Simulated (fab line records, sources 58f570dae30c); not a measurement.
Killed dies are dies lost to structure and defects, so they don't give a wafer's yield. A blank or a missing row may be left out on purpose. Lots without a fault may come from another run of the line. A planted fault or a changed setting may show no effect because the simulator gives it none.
One fault seen from 2 desks | flow berkeley_cmos170 | each desk has only its own numbers; what lay behind them comes last

THE TOOL OWNER'S DESK: pvd_sputter-04
The tool's own readings at UCB170_M2_SPUTTER_01 (material Al, target thk 900 nm, time 120 s): means of the sampled wafers that have a number, for each lot that ran on this tool. A lot is out of limits, marked OUT, if its mean lies more than 4 standard deviations from the usual mean; the brackets give that distance.
Columns: A = throttle_valve_pct at UCB170_M2_SPUTTER_01, usual 29.7 %
lot  | first seen here | A
L593 | day 9 01:46     | 29.5
L596 | day 9 05:11     | 28.9
L599 | day 10 01:43    | 29.4
L604 | day 11 05:41    | 28.7
L606 | day 11 07:09    | 29.1
L608 | day 11 21:05    | 29.4
This desk's finding: nothing out of limits on any of the 6 lots.

THE METROLOGY DESK
What the gauges read, lot by lot, whatever tool the lot ran on: means of the sampled wafers that have a number. A lot is out of limits, marked OUT, if its mean lies more than 4 standard deviations from the usual mean; the brackets give that distance.
Columns: A = START_OXIDE_THK at UCB170_START_THK_MEAS_03, usual 20.2 nm; B = M2_AL_RS at UCB170_M2_RS_MEAS_02, usual 0.0322 ohm/sq; C = M2_AL_THK at UCB170_M2_THK_MEAS_03, usual 919 nm; D = cd_nm at UCB170_M3_CD_MEAS_15, usual 699.9 nm
lot  | first seen here | A    | B                        | C             | D
L592 | day 1 14:39     | 19.7 | 0.0329                   | 908           | 699.4
L593 | day 1 19:58     | 20.1 | 0.0320                   | 916           | 698.1
L594 | day 2 02:56     | 20.4 | 0.0324                   | 913           | 700.8
L595 | day 2 02:57     | 19.5 | 0.0329                   | 891           | 699.9
L596 | day 2 12:35     | 20.1 | 0.0323                   | 913           | 699.6
L597 | day 2 15:28     | 19.8 | 0.0323                   | 912           | 700.5
L598 | day 2 21:17     | 20.0 | 0.0323                   | 917           | 700.1
L599 | day 3 02:57     | 20.2 | 0.0318                   | 928           | 700.5
L604 | day 4 05:46     | 19.2 | 0.1142 (+99 or more) OUT | 267 (-54) OUT | 701.7
L606 | day 4 13:46     | 20.2 | 0.1164 (+99 or more) OUT | 262 (-55) OUT | 700.7
L608 | day 4 23:23     | 20.1 | 0.1203 (+99 or more) OUT | 253 (-55) OUT | 702.3
L611 | day 5 14:49     | 20.7 | 0.0321                   | 919           | 698.7
L612 | day 5 18:16     | 20.5 | 0.0315                   | 933           | 699.0
L614 | day 6 05:23     | 20.6 | 0.0320                   | 922           | 699.4
This desk's finding: out of limits on L604, L606, L608; first on L604, day 11 05:47 (M2_AL_RS at UCB170_M2_RS_MEAS_02). In limits: L592, L593, L594, L595, L596, L597, L598, L599, L611, L612, L614.

PUT TOGETHER
The metrology desk could have raised an alarm at day 11 05:47, on L604, L606, L608.
The tool owner's desk saw nothing out of limits.
The tool owner's desk has L604, L606, L608 on record, within its limits.
Of the lots named, all ran UCB170_M2_SPUTTER_01 on pvd_sputter-04.

WHAT THE SIMULATOR HAD PUT IN
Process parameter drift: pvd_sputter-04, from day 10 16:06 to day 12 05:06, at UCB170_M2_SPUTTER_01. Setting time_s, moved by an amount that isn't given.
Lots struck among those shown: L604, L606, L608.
Hours from the fault's start to each desk's first reading out of limits: the metrology desk, 14.
